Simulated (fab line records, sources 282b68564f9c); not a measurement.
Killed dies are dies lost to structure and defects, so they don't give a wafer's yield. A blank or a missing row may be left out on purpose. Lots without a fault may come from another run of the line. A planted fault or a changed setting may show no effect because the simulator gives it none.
fab line records | flow rit_cmos
record lots=5 wafers=15 last_day=6
route steps=202 shown CONTACT@170 M1@184
lots that met no fault: from a run of the same line without faults
start_h: hours from the record's first day to the start of the lot's first wafer shown | wait_h: hours since the lot's step before | " the same as in the row above | L1.1+2: a row that stands for several wafers | - no value, or no start given | * or withheld: withheld | < > ~ a bound
route shown NAME@n: a module of which the file shows steps, and the number in the route of the first | usual: mean/standard deviation of fault-free wafers | same: alike in all rows | chamber/n: place in a boat | sites: the reading at each site | _std_site: their standard deviation | _edge_site: outer sites' mean less inner sites' | radius_mm: how far each site lies from the wafer's centre | mask NAME#n: copy n | behind: the tool/chamber that last shaped the wafer | hold: why the lot was held/for how many hours/how that ended | device: the transistor (n, p or np) that didn't switch | end of line: the same wafers' tests at the end of the route | a step without rows: its recipe alone | killed: dies lost to structure and defects at the first sort, not the wafer's yield | map: a wafer's dies, x killed, . not, _ none there
set.NAME: the setting as run; set.NAME@STEP: as run at that earlier step | model.NAME: the simulator's own value behind a step, which no gauge read
lots at some steps of the route; a table a step, a row a wafer
services: from which hour (start_h, from the record's first day; less than 0 if before it) a tool's chamber was out of use, for how many hours, and why
## steps
# step RIT_CONTACT_HMDS_02
# recipe prime_time_s=60 prime_temp_c=140
# columns lot.wafer tool chamber start_h wait_h
L074.1+2+4 litho_track-02 0 56.34 0.1
L082.3+4+6 litho_track-02 0 91.41 0.1
L085.1+4+6 litho_track-01 0 107.43 0.2
L090.1+3+4 litho_track-02 0 131.54 0.1
L093.2+4+5 litho_track-01 0 146.13 0.1
# step RIT_CONTACT_COAT_03
# recipe resist=NOVOLAK spin_rpm=3250 resist_thk_nm=1000
# columns lot.wafer tool chamber start_h wait_h
L074.1+2+4 litho_track-02 0 56.49 0.1
L082.3+4+6 litho_track-02 0 91.56 0.1
L085.1+4+6 litho_track-01 0 107.58 0.1
L090.1+3+4 litho_track-02 0 131.69 0.1
L093.2+4+5 litho_track-01 0 146.28 0.1
# step RIT_CONTACT_SOFTBAKE_04
# recipe resist=NOVOLAK temp_c=90 time_s=60
# usual plate_temp_C=89.99/0.13
# columns lot.wafer tool chamber start_h wait_h plate_temp_C
L074.1 litho_track-02 0 56.64 0.1 89.73
L074.2 " 0 " " 89.81
L074.4 " 0 " " 89.93
L082.3 litho_track-02 0 91.71 0.1 89.83
L082.4 " 0 " " 89.96
L082.6 " 0 " " 89.90
L085.1 litho_track-01 0 107.73 0.1 90.01
L085.4 " 0 " " 90.06
L085.6 " 0 " " 89.98
L090.1 litho_track-02 0 131.84 0.1 90.12
L090.3 " 0 " " 90.12
L090.4 " 0 " " 90.09
L093.2 litho_track-01 0 146.43 0.1 90.11
L093.4 " 0 " " 89.94
L093.5 " 0 " " 89.97
# step RIT_CONTACT_EXPOSE_05
# recipe mask_id=M11 na=0.6 source_shape=conventional sigma_outer=0.5 target_cd_nm=1000 dose_mj=250
# usual reticle_temp_C=23.02/0.11
# columns lot.wafer tool chamber start_h wait_h mask reticle_temp_C
L074.1 iline_stepper-01 0 56.79 0.1 M11#0 23.04
L074.2 " 0 " " M11#0 23.19
L074.4 " 0 " " M11#0 23.02
L082.3 iline_stepper-02 0 91.98 0.2 M11#0 22.93
L082.4 " 0 " " M11#0 22.99
L082.6 " 0 " " M11#0 23.11
L085.1 iline_stepper-02 0 108.00 0.2 M11#0 23.27
L085.4 " 0 " " M11#0 23.20
L085.6 " 0 " " M11#0 23.10
L090.1 iline_stepper-01 0 131.99 0.1 M11#0 23.15
L090.3 " 0 " " M11#0 22.98
L090.4 " 0 " " M11#0 23.07
L093.2 iline_stepper-01 0 146.58 0.1 M11#0 22.85
L093.4 " 0 " " M11#0 22.94
L093.5 " 0 " " M11#0 22.70
# step RIT_CONTACT_PEB_06
# recipe resist=NOVOLAK temp_c=withheld time_s=withheld
# columns lot.wafer tool chamber start_h wait_h
L074.1+2+4 litho_track-01 0 56.91 0.1
L082.3+4+6 litho_track-03 0 92.10 0.1
L085.1+4+6 litho_track-01 0 108.12 0.1
L090.1+3+4 litho_track-02 0 132.11 0.1
L093.2+4+5 litho_track-03 0 146.70 0.1
# step RIT_CONTACT_DEVELOP_07
# recipe resist=NOVOLAK develop_time_s=120 dev_temp_c=23
# columns lot.wafer tool chamber start_h wait_h
L074.1+2+4 litho_track-01 0 - -
L082.3+4+6 litho_track-03 0 - -
L085.1+4+6 litho_track-01 0 - -
L090.1+3+4 litho_track-02 0 - -
L093.2+4+5 litho_track-03 0 - -
# step RIT_CONTACT_CD_MEAS_08
# recipe target_cd_nm=1000
# usual cd_nm=1000.0/2.6
# columns lot.wafer tool chamber start_h wait_h cd_nm
L074.1 cd_sem-01 - 57.31 - 999.9
L074.2 " - " " 1001.5
L074.4 " - " " 1002.5
L082.3 cd_sem-01 - 92.49 - 999.5
L082.4 " - " " 997.8
L082.6 " - " " 998.9
L085.1 cd_sem-01 - 108.52 - 998.8
L085.4 " - " " 997.4
L085.6 " - " " 1000.1
L090.1 cd_sem-02 - 132.51 - 1000.3
L090.3 " - " " 1000.4
L090.4 " - " " 1001.9
L093.2 cd_sem-02 - 147.10 - 999.7
L093.4 " - " " 1000.1
L093.5 " - " " 1000.2
# step RIT_CONTACT_OVL_MEAS_09
# usual CONTACT_OVL=-0.3/1.4
# columns lot.wafer tool chamber start_h wait_h CONTACT_OVL[nm]
L074.1 overlay-01 - 57.43 0.1 -1.8
L074.2 " - " " -0.6
L074.4 " - " " -0.7
L082.3 overlay-01 - 92.59 0.1 -0.1
L082.4 " - " " -2.2
L082.6 " - " " -0.6
L085.1 overlay-02 - 108.64 0.1 -3.3
L085.4 " - " " -3.5
L085.6 " - " " -3.0
L090.1 overlay-02 - 132.63 0.1 1.8
L090.3 " - " " 2.3
L090.4 " - " " 1.5
L093.2 overlay-01 - 147.20 0.1 -1.1
L093.4 " - " " 0.9
L093.5 " - " " 1.6
# step RIT_CONTACT_HARDBAKE_10
# recipe resist=NOVOLAK temp_c=140 time_s=60
# usual plate_temp_C=139.98/0.14
# columns lot.wafer tool chamber start_h wait_h plate_temp_C
L074.1 litho_track-01 0 57.47 0.0 140.03
L074.2 " 0 " " 140.03
L074.4 " 0 " " 140.12
L082.3 litho_track-03 0 92.66 0.1 140.11
L082.4 " 0 " " 140.31
L082.6 " 0 " " 139.80
L085.1 litho_track-01 0 108.67 0.0 140.09
L085.4 " 0 " " 139.78
L085.6 " 0 " " 140.09
L090.1 litho_track-03 0 132.66 0.0 139.66
L090.3 " 0 " " 139.85
L090.4 " 0 " " 139.84
L093.2 litho_track-02 0 147.26 0.0 139.71
L093.4 " 0 " " 139.88
L093.5 " 0 " " 139.97
# step RIT_CONTACT_ETCH_11
# recipe target_depth_a=4800 over_etch_frac=0.2 stop_on=TiSi2 chemistry=CHF3/CF4/Ar target=SiO2 CHF3_flow_sccm=50 cf4_flow_sccm=10 Ar_flow_sccm=100 O2_flow_sccm=5 pressure_mtorr=100 rf_w=200 time_s=320
# usual drypump_motor_current_A=5.7/0.44 oes_product_au=0.993/0.015 throttle_valve_pct=8.85/0.13
# columns lot.wafer tool chamber start_h wait_h drypump_motor_current_A oes_product_au rf_hours_counter_h throttle_valve_pct
L074.1 rie_diel-01 2 57.62 0.1 5.6 1.002 13 8.95
L074.2 " 0 " " 5.7 0.977 156 8.83
L074.4 " 1 " " 4.8 1.002 32 8.55
L082.3 rie_diel-01 3 92.76 0.1 5.3 0.971 151 8.78
L082.4 " 3 " " 5.3 0.976 - 8.77
L082.6 " 1 " " 4.8 1.012 - 8.54
L085.1 rie_diel-03 1 108.82 0.1 5.9 0.991 3 8.96
L085.4 " 3 " " 5.9 0.985 128 8.99
L085.6 " 2 " " 5.4 0.996 - 8.83
L090.1 rie_diel-02 2 132.81 0.1 6.3 0.991 2 9.02
L090.3 " 1 " " 5.8 1.019 95 8.84
L090.4 " 0 " " 5.4 1.002 91 8.85
L093.2 rie_diel-01 0 147.38 0.1 5.7 0.962 0 8.82
L093.4 " 2 " " 5.7 0.999 14 8.96
L093.5 " 2 " " 5.7 1.004 - 8.97
# step RIT_CONTACT_STRIP_12
# recipe chemistry=O2 time_s=180 resist=NOVOLAK platen_temp_c=withheld power_w=500 pressure_mtorr=4000 o2_flow_sccm=4000
# usual drypump_motor_current_A=5.8/0.6
# columns lot.wafer tool chamber start_h wait_h drypump_motor_current_A rf_hours_counter_h
L074.1 plasma_asher-02 0 57.81 0.1 6.6 42
L074.2 " 1 " " 5.9 42
L074.4 " 1 " " 5.9 -
L082.3 plasma_asher-03 1 93.01 0.2 6.3 -
L082.4 " 0 " " 4.9 -
L082.6 " 1 " " 6.2 -
L085.1 plasma_asher-02 0 109.02 0.1 6.7 48
L085.4 " 1 " " 5.9 -
L085.6 " 1 " " 5.9 -
L090.1 plasma_asher-04 0 133.01 0.1 5.7 35
L090.3 " 1 " " 5.3 -
L090.4 " 0 " " 5.7 -
L093.2 plasma_asher-04 0 147.58 0.1 5.7 37
L093.4 " 0 " " 5.7 -
L093.5 " 0 " " 5.7 -
# step RIT_CONTACT_CD_MEAS_90
# recipe target_cd_nm=1000
# usual cd_nm=1000.0/2.5
# columns lot.wafer tool chamber start_h wait_h cd_nm
L074.1 cd_sem-02 - 57.98 0.1 1000.0
L074.2 " - " " 1000.7
L074.4 " - " " 1001.6
L082.3 cd_sem-01 - 93.17 0.1 998.8
L082.4 " - " " 997.2
L082.6 " - " " 998.8
L085.1 cd_sem-01 - 109.19 0.1 999.0
L085.4 " - " " 997.6
L085.6 " - " " 999.6
L090.1 cd_sem-02 - 133.18 0.1 999.6
L090.3 " - " " 1000.5
L090.4 " - " " 1002.6
L093.2 cd_sem-02 - 147.77 0.1 1000.6
L093.4 " - " " 999.7
L093.5 " - " " 1000.0
# step RIT_CONTACT_CLEAN_13
# recipe chemistry=SC1 mix=3:3:50 time_s=600 temp_c=75
# columns lot.wafer tool chamber start_h wait_h
L074.1+2+4 wet_bench-01 3 58.10 0.1
L082.3+4+6 wet_bench-01 2 93.25 0.1
L085.1+4+6 wet_bench-02 1 109.31 0.1
L090.1+3+4 wet_bench-04 3 133.30 0.1
L093.2+4+5 wet_bench-01 3 147.87 0.1
# step RIT_CONTACT_CLEAN_14
# recipe chemistry=SC2 mix=3:3:50 time_s=600 temp_c=75 dry=n2_spin
# columns lot.wafer tool chamber start_h wait_h
L074.1+2+4 wet_bench-04 3 58.30 0.0
L082.3+4+6 wet_bench-04 3 93.44 0.0
L085.1+4+6 wet_bench-04 2 109.52 0.0
L090.1+3+4 wet_bench-02 1 133.49 0.0
L093.2+4+5 wet_bench-02 1 148.22 0.0
# step RIT_M1_SPUTTER_00
# recipe material=Al target_thk_nm=400 power_w=2000 chamber_pressure_pa=0.4 gas=Ar time_s=500 substrate_temp_c=25
# usual substrate_temp_c=25.01/0.11 throttle_valve_pct=30.1/0.71
# columns lot.wafer tool chamber start_h wait_h substrate_temp_c throttle_valve_pct
L074.1 pvd_sputter-01 - 58.49 0.0 24.87 31.1
L074.2 " - " " 25.06 30.7
L074.4 " - " " 24.99 29.5
L082.3 pvd_sputter-02 - 93.62 0.0 24.98 30.5
L082.4 " - " " 24.92 30.3
L082.6 " - " " 24.92 29.8
L085.1 pvd_sputter-01 - 109.70 0.0 24.92 30.6
L085.4 " - " " 24.98 30.4
L085.6 " - " " 25.20 30.4
L090.1 pvd_sputter-02 - 133.67 0.0 25.05 29.8
L090.3 " - " " 24.90 30.2
L090.4 " - " " 24.91 30.6
L093.2 pvd_sputter-01 - 148.41 0.0 24.98 29.6
L093.4 " - " " 25.09 30.7
L093.5 " - " " 25.12 30.6
# step RIT_M1_RS_MEAS_01
# recipe thk_meas_gauge=four-point-probe reads=Al_of_M1_SPUTTER_00
# usual M1_AL_RS=0.0731/0.00069
# columns lot.wafer tool chamber start_h wait_h M1_AL_RS[ohm/sq]
L074.1 film_metro-02 - 58.78 0.1 0.0732
L074.2 " - " " 0.0737
L074.4 " - " " 0.0730
L082.3 film_metro-04 - 93.95 0.2 0.0731
L082.4 " - " " 0.0732
L082.6 " - " " 0.0734
L085.1 film_metro-04 - 109.99 0.1 0.0731
L085.4 " - " " 0.0722
L085.6 " - " " 0.0730
L090.1 film_metro-01 - 133.96 0.1 0.0744
L090.3 " - " " 0.0744
L090.4 " - " " 0.0743
L093.2 film_metro-01 - 148.73 0.2 0.0721
L093.4 " - " " 0.0723
L093.5 " - " " 0.0729
# step RIT_M1_THK_MEAS_02
# recipe thk_meas_gauge=xrf reads=Al_of_M1_SPUTTER_00
# usual M1_AL_THK=399/4.4
# columns lot.wafer tool chamber start_h wait_h M1_AL_THK[nm]
L074.1 film_metro-02 - 58.90 0.1 396
L074.2 " - " " 396
L074.4 " - " " 401
L082.3 film_metro-04 - 94.05 0.1 400
L082.4 " - " " 402
L082.6 " - " " 400
L085.1 film_metro-04 - 110.11 0.1 397
L085.4 " - " " 403
L085.6 " - " " 401
L090.1 film_metro-01 - 134.08 0.1 391
L090.3 " - " " 388
L090.4 " - " " 392
L093.2 film_metro-01 - 148.84 0.1 402
L093.4 " - " " 402
L093.5 " - " " 397
# step RIT_M1_HMDS_03
# recipe prime_time_s=60 prime_temp_c=140
# columns lot.wafer tool chamber start_h wait_h
L074.1+2+4 litho_track-01 0 58.96 0.1
L082.3+4+6 litho_track-02 0 94.14 0.1
L085.1+4+6 litho_track-01 0 110.17 0.1
L090.1+3+4 litho_track-04 0 134.14 0.1
L093.2+4+5 litho_track-01 0 148.91 0.1
# step RIT_M1_COAT_04
# recipe resist=NOVOLAK spin_rpm=2000 resist_thk_nm=1300
# columns lot.wafer tool chamber start_h wait_h
L074.1+2+4 litho_track-01 0 59.11 0.1
L082.3+4+6 litho_track-02 0 94.29 0.1
L085.1+4+6 litho_track-01 0 110.32 0.1
L090.1+3+4 litho_track-04 0 134.29 0.1
L093.2+4+5 litho_track-01 0 149.06 0.1
# step RIT_M1_SOFTBAKE_05
# recipe resist=NOVOLAK temp_c=90 time_s=60
# usual plate_temp_C=90.02/0.11
# columns lot.wafer tool chamber start_h wait_h plate_temp_C
L074.1 litho_track-01 0 59.26 0.1 90.12
L074.2 " 0 " " 89.90
L074.4 " 0 " " 89.97
L082.3 litho_track-02 0 94.44 0.1 90.00
L082.4 " 0 " " 90.04
L082.6 " 0 " " 90.22
L085.1 litho_track-01 0 110.47 0.1 90.02
L085.4 " 0 " " 89.81
L085.6 " 0 " " 89.92
L090.1 litho_track-04 0 134.44 0.1 90.00
L090.3 " 0 " " 90.18
L090.4 " 0 " " 90.18
L093.2 litho_track-01 0 149.21 0.1 89.80
L093.4 " 0 " " 89.79
L093.5 " 0 " " 89.97
# step RIT_M1_EXPOSE_06
# recipe mask_id=M12 na=0.6 source_shape=conventional sigma_outer=0.5 target_cd_nm=2600 dose_mj=253.7
# usual reticle_temp_C=23.02/0.1
# columns lot.wafer tool chamber start_h wait_h mask reticle_temp_C
L074.1 iline_stepper-02 0 59.54 0.2 M12#0 23.01
L074.2 " 0 " " M12#0 23.07
L074.4 " 0 " " M12#0 23.11
L082.3 iline_stepper-02 0 94.70 0.2 M12#0 23.09
L082.4 " 0 " " M12#0 23.05
L082.6 " 0 " " M12#0 23.12
L085.1 iline_stepper-02 0 110.75 0.2 M12#0 22.92
L085.4 " 0 " " M12#0 23.06
L085.6 " 0 " " M12#0 23.17
L090.1 iline_stepper-02 0 134.59 0.1 M12#0 23.04
L090.3 " 0 " " M12#0 23.22
L090.4 " 0 " " M12#0 23.18
L093.2 iline_stepper-01 0 149.48 0.2 M12#0 23.27
L093.4 " 0 " " M12#0 22.89
L093.5 " 0 " " M12#0 22.99
# step RIT_M1_PEB_07
# recipe resist=NOVOLAK temp_c=withheld time_s=withheld
# columns lot.wafer tool chamber start_h wait_h
L074.1+2+4 litho_track-04 0 59.65 0.1
L082.3+4+6 litho_track-01 0 94.83 0.1
L085.1+4+6 litho_track-01 0 110.86 0.1
L090.1+3+4 litho_track-04 0 134.71 0.1
L093.2+4+5 litho_track-04 0 149.63 0.1
# step RIT_M1_DEVELOP_08
# recipe resist=NOVOLAK develop_time_s=69.67 dev_temp_c=23
# columns lot.wafer tool chamber start_h wait_h
L074.1+2+4 litho_track-04 0 - -
L082.3+4+6 litho_track-01 0 - -
L085.1+4+6 litho_track-01 0 - -
L090.1+3+4 litho_track-04 0 - -
L093.2+4+5 litho_track-04 0 - -
# step RIT_M1_CD_MEAS_09
# recipe target_cd_nm=2600
# usual cd_nm=2600.8/2.3
# columns lot.wafer tool chamber start_h wait_h cd_nm
L074.1 cd_sem-01 - 59.97 - 2599.0
L074.2 " - " " 2594.8
L074.4 " - " " 2598.8
L082.3 cd_sem-02 - 95.13 - 2602.9
L082.4 " - " " 2604.8
L082.6 " - " " 2602.8
L085.1 cd_sem-01 - 111.18 - 2599.6
L085.4 " - " " 2598.9
L085.6 " - " " 2599.2
L090.1 cd_sem-02 - 135.14 - 2605.0
L090.3 " - " " 2604.5
L090.4 " - " " 2604.7
L093.2 cd_sem-02 - 149.94 - 2601.1
L093.4 " - " " 2601.9
L093.5 " - " " 2600.9
# step RIT_M1_OVL_MEAS_10
# usual M1_OVL=-0.4/1.4
# columns lot.wafer tool chamber start_h wait_h M1_OVL[nm]
L074.1 overlay-01 - 60.09 0.1 -1.4
L074.2 " - " " -0.5
L074.4 " - " " -0.5
L082.3 overlay-02 - 95.23 0.1 -2.5
L082.4 " - " " -3.7
L082.6 " - " " -0.8
L085.1 overlay-01 - 111.30 0.1 2.0
L085.4 " - " " 0.9
L085.6 " - " " 1.8
L090.1 overlay-01 - 135.26 0.1 -1.6
L090.3 " - " " -1.9
L090.4 " - " " -0.4
L093.2 overlay-01 - 150.04 0.1 -1.5
L093.4 " - " " -1.0
L093.5 " - " " 0.2
# step RIT_M1_HARDBAKE_11
# recipe resist=NOVOLAK temp_c=140 time_s=120
# usual plate_temp_C=139.98/0.18
# columns lot.wafer tool chamber start_h wait_h plate_temp_C
L074.1 litho_track-01 0 60.12 0.0 139.96
L074.2 " 0 " " 140.04
L074.4 " 0 " " 139.88
L082.3 litho_track-01 0 95.33 0.1 140.08
L082.4 " 0 " " 140.34
L082.6 " 0 " " 140.21
L085.1 litho_track-01 0 111.33 0.0 140.04
L085.4 " 0 " " 139.95
L085.6 " 0 " " 140.18
L090.1 litho_track-01 0 135.29 0.0 140.10
L090.3 " 0 " " 139.99
L090.4 " 0 " " 139.97
L093.2 litho_track-01 0 150.11 0.1 140.15
L093.4 " 0 " " 140.27
L093.5 " 0 " " 140.12
# step RIT_M1_METAL_ETCH_12
# recipe stop_on=SiO2 chemistry=Cl2/BCl3 target=Al time_s=165 over_etch_frac=0.5 pressure_mtorr=100 target_depth_a=6000 rf_w=250 Cl2_flow_sccm=60 bcl3_flow_sccm=50
# usual bcl3_flow_sccm=49.98/0.16 drypump_motor_current_A=5.6/0.38 oes_product_au=0.772/0.0096 throttle_valve_pct=8.30/0.14
# columns lot.wafer tool chamber start_h wait_h bcl3_flow_sccm drypump_motor_current_A oes_product_au rf_hours_counter_h throttle_valve_pct
L074.1 rie_metal-04 0 60.37 0.2 49.81 5.4 0.762 3 8.42
L074.2 " 1 " " 49.95 5.7 0.773 2 8.12
L074.4 " 0 " " 49.89 5.4 0.758 - 8.42
L082.3 rie_metal-03 0 95.55 0.2 50.10 5.9 0.773 - 8.11
L082.4 " 1 " " 49.88 5.2 0.785 - 8.36
L082.6 " 1 " " 49.95 5.2 0.782 - 8.34
L085.1 rie_metal-03 1 111.58 0.2 49.84 5.2 0.774 4 8.38
L085.4 " 1 " " 49.99 5.2 0.789 - 8.34
L085.6 " 0 " " 50.04 5.9 0.774 - 8.11
L090.1 rie_metal-01 0 135.54 0.2 49.80 6.4 0.765 32 8.34
L090.3 " 1 " " 49.86 5.2 0.768 - 8.48
L090.4 " 0 " " 50.00 6.4 0.768 - 8.34
L093.2 rie_metal-03 1 150.32 0.2 49.77 5.2 0.786 5 8.36
L093.4 " 1 " " 50.19 5.2 0.785 - 8.36
L093.5 " 1 " " 50.24 5.2 0.779 - 8.35
# step RIT_M1_STRIP_13
# recipe chemistry=nmp resist=NOVOLAK temp_c=80 time_s=600 dry=n2_spin
# columns lot.wafer tool chamber start_h wait_h
L074.1+2+4 wet_bench-01 2 60.53 0.1
L082.3+4+6 wet_bench-03 0 95.66 0.1
L085.1+4+6 wet_bench-01 1 111.74 0.1
L090.1+3+4 wet_bench-03 2 135.71 0.1
L093.2+4+5 wet_bench-04 0 150.48 0.1
# step RIT_M1_STRIP_14
# recipe chemistry=O2 time_s=180 platen_temp_c=withheld power_w=500 pressure_mtorr=4000 o2_flow_sccm=4000
# usual drypump_motor_current_A=5.9/0.5
# columns lot.wafer tool chamber start_h wait_h drypump_motor_current_A rf_hours_counter_h
L074.1 plasma_asher-02 0 60.73 0.0 6.6 43
L074.2 " 1 " " 5.9 43
L074.4 " 0 " " 6.7 -
L082.3 plasma_asher-04 0 95.90 0.1 5.7 -
L082.4 " 1 " " 5.3 -
L082.6 " 0 " " 5.7 -
L085.1 plasma_asher-02 1 111.94 0.0 5.9 48
L085.4 " 0 " " 6.6 -
L085.6 " 1 " " 5.9 -
L090.1 plasma_asher-04 1 135.88 0.0 5.2 36
L090.3 " 0 " " 5.7 -
L090.4 " 1 " " 5.3 -
L093.2 plasma_asher-01 1 150.66 0.0 5.9 3
L093.4 " 1 " " 5.9 -
L093.5 " 1 " " 5.9 -
# step RIT_M1_CD_MEAS_90
# recipe target_cd_nm=2600
# usual cd_nm=2603.0/2.7
# columns lot.wafer tool chamber start_h wait_h cd_nm
L074.1 cd_sem-02 - 60.90 0.1 2602.2
L074.2 " - " " 2599.2
L074.4 " - " " 2603.2
L082.3 cd_sem-02 - 96.05 0.1 2603.1
L082.4 " - " " 2605.1
L082.6 " - " " 2602.9
L085.1 cd_sem-02 - 112.11 0.1 2601.1
L085.4 " - " " 2600.4
L085.6 " - " " 2600.6
L090.1 cd_sem-02 - 136.06 0.1 2606.1
L090.3 " - " " 2605.6
L090.4 " - " " 2605.9
L093.2 cd_sem-02 - 150.85 0.1 2602.2
L093.4 " - " " 2603.8
L093.5 " - " " 2602.9
# step RIT_M1_ANNEAL_15
# recipe temp_c=450 time_s=1800 ambient=forming_gas_H2N2
# usual spike_tc_centre_C=451.8/1.2 tube_center_temp_C_max=451.16/0.2 zone_power_centre_pct=19.8/1.8 zone_power_load_pct=7.20/0.083
# columns lot.wafer tool chamber start_h wait_h spike_tc_centre_C tube_center_temp_C_max zone_power_centre_pct zone_power_load_pct
L074.1 - - 62.46 1.5 453.1 450.98 20.5 7.09
L074.2 " - " " 452.2 451.37 20.1 7.37
L074.4 " - " " 452.3 451.30 20.5 7.16
L082.3 - - 96.13 0.1 450.6 451.05 21.2 7.08
L082.4 " - " " 451.4 451.15 21.5 7.07
L082.6 " - " " 453.3 451.37 21.0 7.08
L085.1 - - 112.23 0.1 453.0 451.06 21.3 7.16
L085.4 " - " " 453.0 450.94 21.1 7.14
L085.6 " - " " 451.3 451.08 21.1 7.23
L090.1 - - 137.05 1.0 452.1 450.96 21.6 7.09
L090.3 " - " " 451.1 450.96 21.4 7.21
L090.4 " - " " 452.1 451.26 21.2 7.14
L093.2 - - 150.95 0.1 450.2 451.31 20.2 7.25
L093.4 " - " " 452.1 450.98 20.1 7.26
L093.5 " - " " 451.0 451.15 20.1 7.16
# step RIT_M1_BOW_MEAS_16
# recipe mode=bow
# usual M1_BOW=18/7.1
# columns lot.wafer tool chamber start_h wait_h M1_BOW[um]
L074.1 film_metro-02 - 63.96 0.0 16
L074.2 " - " " 22
L074.4 " - " " 7
L082.3 film_metro-01 - 97.67 0.0 36
L082.4 " - " " 12
L082.6 " - " " 8
L085.1 film_metro-04 - 113.73 0.0 27
L085.4 " - " " 28
L085.6 " - " " 17
L090.1 film_metro-04 - 138.55 0.0 28
L090.3 " - " " 20
L090.4 " - " " 31
L093.2 film_metro-01 - 152.47 0.0 14
L093.4 " - " " 14
L093.5 " - " " 20
# step RIT_M1_PROBE_99
# usual defect_limited_yield=97.4/1.1 killed_at_M0_to_M3=0.0/0.2 killed_at_contacts=0.2/0.38 killed_at_front_end=6.7/3 killed_dies=6.9/3 killed_open=3.5/1.9 killed_short=3.3/2 sort_bin_3_pad_short=0.1/0.18 sort_bin_5_function=1.5/0.83 sort_bin_6_memory=1.0/0.67 sort_n_pass=257.1/3 sort_yield_pct=97.4/1.1
# same gross_dies=264 killed_at_M4_up=0 killed_at_back_side=0 killed_at_other=0
# columns lot.wafer tool chamber start_h wait_h defect_limited_yield[%] killed_at_M0_to_M3 killed_at_contacts killed_at_front_end killed_dies killed_open killed_short sort_bin_3_pad_short[%] sort_bin_5_function[%] sort_bin_6_memory[%] sort_n_pass sort_yield_pct[%]
L074.1 prober-02 - 64.08 0.1 98.1 0 0 5 5 2 3 0.4 0.8 0.8 259.0 98.1
L074.2 prober-02 - 64.13 0.1 99.2 0 0 2 2 1 1 0 0.4 0.4 262.0 99.2
L074.4 prober-02 - 64.23 0.2 97.3 0 0 7 7 4 3 0 1.9 0.8 257.0 97.3
L082.3 prober-01 - 97.85 0.2 97.7 0 0 6 6 1 5 0.4 0.8 1.1 258.0 97.7
L082.4 prober-01 - 97.90 0.2 97.0 0 1 7 8 5 3 0 2.3 0.8 256.0 97.0
L082.6 prober-01 - 98.00 0.2 97.0 0 1 7 8 0 8 0 2.3 0.8 256.0 97.0
L085.1 prober-02 - 113.85 0.1 98.9 0 0 3 3 1 2 0 1.1 0 261.0 98.9
L085.4 prober-02 - 114.00 0.2 98.1 0 0 5 5 2 3 0.4 1.5 0 259.0 98.1
L085.6 prober-02 - 114.10 0.2 98.5 1 0 3 4 2 2 0 0.4 1.1 260.0 98.5
L090.1 prober-01 - 138.67 0.1 95.1 0 0 13 13 7 6 0 1.5 3.4 251.0 95.1
L090.3 prober-01 - 138.77 0.2 97.7 0 0 6 6 3 3 0.4 0.8 1.1 258.0 97.7
L090.4 prober-01 - 138.82 0.2 95.5 0 0 12 12 3 9 0.4 1.9 2.3 252.0 95.5
L093.2 prober-02 - 152.62 0.1 98.5 0 0 4 4 1 3 0 1.1 0.4 260.0 98.5
L093.4 prober-02 - 152.72 0.2 97.7 0 0 6 6 3 3 0.4 1.5 0.4 258.0 97.7
L093.5 prober-02 - 152.77 0.2 98.5 0 0 4 4 1 3 0 1.1 0.4 260.0 98.5
# killed by level:class
L074.1 REOX:geometric_particle:short=2 FOX2:geometric_particle:open=1 REOX:geometric_particle:open=1 SPACER:geometric_particle:short=1
L074.2 GATE:geometric_particle:open=1 GATE:geometric_particle:short=1
L074.4 GATE:geometric_particle:short=2 FOX1:geometric_particle:open=1 FOX1:geometric_particle:short=1 GATE:geometric_particle:open=1 SPACER:geometric_particle:open=1 SILICIDE:geometric_particle:open=1
L082.3 GATE:geometric_particle:short=3 FOX1:geometric_particle:short=1 GATE:geometric_particle:open=1 REOX:geometric_particle:short=1
L082.4 GATE:geometric_particle:open=3 FOX1:geometric_particle:open=2 GATE:geometric_particle:short=1 REOX:geometric_particle:short=1 CONTACT:geometric_particle:short=1
L082.6 GATE:geometric_particle:short=3 REOX:geometric_particle:short=2 SPACER:geometric_particle:short=1 SILICIDE:geometric_particle:short=1 CONTACT:geometric_particle:short=1
L085.1 FOX1:geometric_particle:open=1 REOX:geometric_particle:short=1 SPACER:geometric_particle:short=1
L085.4 FOX2:geometric_particle:short=1 GATE:geometric_particle:short=1 SPACER:geometric_particle:open=1 SILICIDE:geometric_particle:short=1 SILICIDE:geometric_particle:open=1
L085.6 GATE:geometric_particle:open=2 GATE:geometric_particle:short=1 M1:geometric_particle:short=1
L090.1 GATE:geometric_particle:open=5 GATE:geometric_particle:short=5 FOX1:geometric_particle:open=1 FOX2:geometric_particle:open=1 REOX:geometric_particle:short=1
L090.3 GATE:geometric_particle:open=1 GATE:geometric_particle:short=1 REOX:geometric_particle:open=1 REOX:geometric_particle:short=1 SPACER:geometric_particle:open=1 SILICIDE:geometric_particle:short=1
L090.4 GATE:geometric_particle:short=3 GATE:geometric_particle:open=3 SPACER:geometric_particle:short=3 SILICIDE:geometric_particle:short=2 REOX:geometric_particle:short=1
L093.2 FOX2:geometric_particle:short=2 FOX2:geometric_particle:open=1 SPACER:geometric_particle:short=1
L093.4 GATE:geometric_particle:short=3 GATE:geometric_particle:open=2 SILICIDE:geometric_particle:open=1
L093.5 GATE:geometric_particle:short=2 SILICIDE:geometric_particle:short=1 SILICIDE:geometric_particle:open=1
## services
# columns tool chamber start_h hours kind
wet_bench-03 - 46.26 23.1 pm
iline_stepper-02 - 47.82 4.0 repair
plasma_asher-04 - 56.96 2.5 repair
rie_metal-01 - 61.05 4.3 pm
rie_metal-01 - 73.66 28.1 pm
furnace-02 - 79.21 3.8 pm
rie_diel-01 2 79.53 13.4 repair
rie_diel-01 - 97.25 0.4 repair
rie_metal-03 0 99.06 5.6 repair
rie_metal-03 - 101.51 2.8 pm
plasma_asher-01 - 108.75 9.0 pm
rie_metal-03 0 114.67 4.4 repair
pvd_sputter-02 - 116.01 2.8 repair
rie_diel-02 3 116.75 3.3 repair
rie_diel-02 0 121.16 4.7 repair
rie_diel-01 - 124.09 14.6 pm
rie_diel-03 2 124.61 3.4 repair
rie_metal-04 1 130.14 17.1 repair
rie_diel-03 - 131.40 2.8 pm
rie_diel-03 2 134.94 1.3 repair
rie_metal-01 - 136.12 20.0 pm
pvd_sputter-02 - 138.33 1.5 repair
furnace-04 - 141.36 3.7 pm
iline_stepper-01 - 150.46 0.9 repair
## key
fault none
